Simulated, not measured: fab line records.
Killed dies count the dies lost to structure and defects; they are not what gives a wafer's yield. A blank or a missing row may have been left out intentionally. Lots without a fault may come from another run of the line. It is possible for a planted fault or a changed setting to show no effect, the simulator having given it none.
A lot that was struck, set against a sound lot :: flow rit-cmos :: 20 out of 202 route steps
Sound: wafers L141.1, L141.2, L141.3. Wafers L131.2, L131.3, L131.4 were the ones struck. Last of all comes the cause.
For every step that has rows: the tool of each side, followed by ch and its chambers, followed by its first start. Under that, the readings that differ: sound wafers :: struck wafers :: difference of the means :: sigmas: that difference in standard deviations of wafers without a fault.
alike: words and numbers the same on both sides, and readings whose means are apart by under 2 such deviations; not compared: readings that were withheld, readings missing a value for some wafer, numbers with overlapping values and no deviation given by the record, and bounds like >300 which may hide the same value.
A row with sigmas, a row that says differs or no value, or rows on one side alone: a step with any of these is where the two part. Numbers that don't overlap but have no deviation are shown without sigmas and don't part them. Lack of a reading on every wafer of one side parts them only where that side has two or more wafers.

first, 4 steps without rows for these wafers: RIT_ACTIVE_SOFTBAKE_07 (time 60 s); RIT_ACTIVE_EXPOSE_08 (exposes mask M1, target cd 1400 nm); RIT_ACTIVE_PEB_09; RIT_ACTIVE_DEVELOP_10 (develop time 50 s).
RIT_ACTIVE_CD_MEAS_11: the cd target is 1400 nm.
  sound on cd-sem-02 at day 5 17:52; struck on cd-sem-02 at day 3 14:49
  alike: cd-nm
then, 1 step without rows for these wafers: RIT_ACTIVE_HARDBAKE_12 (time 60 s).
RIT_ACTIVE_ETCH_13: etches Si3N4 in SF6, stops on SiO2, time 205.4 s, target depth 210 nm.
  sound on rie-diel-02 ch 1,2,3, day 5 18:08; struck on rie-diel-02 ch 0,1,3, day 3 15:04
  alike: drypump-motor-current-A, oes-product-au, rf-fwd-power-W, throttle-valve-pct
  not compared: rf-hours-counter-h
RIT_ACTIVE_STRIP_14: strips in O2, time 180 s.
  sound on plasma-asher-03 ch 0,1, day 5 18:16; struck on plasma-asher-04 ch 0,1, day 3 15:12
reading: drypump-motor-current-A (A)
sound: 6.0 6.4 6.4
struck: 5.3 5.3 5.1
difference: -1.0
sigmas: -3
  not compared: rf-hours-counter-h
RIT_ACTIVE_CD_MEAS_90: the cd target is 1400 nm.
  sound on cd-sem-01 at day 5 18:26; struck on cd-sem-01 at day 3 15:24
  alike: cd-nm
then, 3 steps without rows for these wafers: RIT_ACTIVE_CLEAN_15 (cleans in SC1, time 600 s); RIT_ACTIVE_CLEAN_16 (cleans in dHF, time 30 s); RIT_ACTIVE_CLEAN_17 (cleans in SC2, time 600 s).
RIT_FOX1_OXIDATION_00: target thk 350.7 nm, ox time 1130 s.
  sound on furnace-04 ch 0, day 6 02:13; struck on furnace-03 ch 0, day 3 17:27
reading: zone-power-source-pct (%)
sound: 44 45 44
struck: 37 36 37
difference: -8
sigmas: -2
  alike: zone-power-centre-pct
RIT_FOX1_THK_MEAS_01:
  sound on film-metro-03 at day 6 03:32; struck on film-metro-04 at day 3 18:52
reading: FOX1_OXIDE_THK (nm)
sound: 348 353 351
struck: 517 527 521
difference: +171
sigmas: +29
RIT_FOX1_WET_ETCH_02: etches SiO2 in BOE, target depth 350 nm, time 390 s.
  sound on wet-bench-02 ch 2, day 6 03:35; struck on wet-bench-02 ch 3, day 3 18:55
reading: model.Si3N4_of_ACTIVE_CVD_03.thk-nm (nm)
sound: 138.4 139.5 139.4
struck: 134.3 133.5 133.8
difference: -5.2
sigmas: 
  alike: bath-heat-duty-pct
then, 1 step without rows for these wafers: RIT_FOX2_OXIDATION_00 (target thk 350.7 nm, ox time 1130 s).
RIT_FOX2_THK_MEAS_01:
  sound on film-metro-01 at day 6 05:15; struck on film-metro-01 at day 3 20:54
  alike: FOX2_OXIDE_THK
RIT_FOX2_CLEAN_02: cleans in dHF, time 180 s.
  sound on wet-bench-02 ch 2, day 6 05:19; struck on wet-bench-01 ch 0, day 3 20:57
reading: model.Si3N4_of_ACTIVE_CVD_03.thk-nm (nm)
sound: 131.4 132.5 132.3
struck: 127.2 126.4 126.7
difference: -5.3
sigmas: 
then, 1 step without rows for these wafers: RIT_FOX2_WET_ETCH_03 (etches Si3N4 in H3PO4, target depth 195 nm, time 2700 s).
RIT_M1_PROBE_99:
  sound on prober-02 at day 8 04:58; struck on prober-01 at day 5 15:04
  alike: killed-at-front-end, killed-dies, killed-on-rim, killed-open, killed-short

## WHERE THEY PART
Earliest at RIT_ACTIVE_STRIP_14; latest, in this record, at RIT_FOX1_THK_MEAS_01. Later steps at which nothing parts them and some readings are alike: RIT_FOX1_WET_ETCH_02, RIT_FOX2_THK_MEAS_01, RIT_M1_PROBE_99.

WHY: what had been put in by the simulator
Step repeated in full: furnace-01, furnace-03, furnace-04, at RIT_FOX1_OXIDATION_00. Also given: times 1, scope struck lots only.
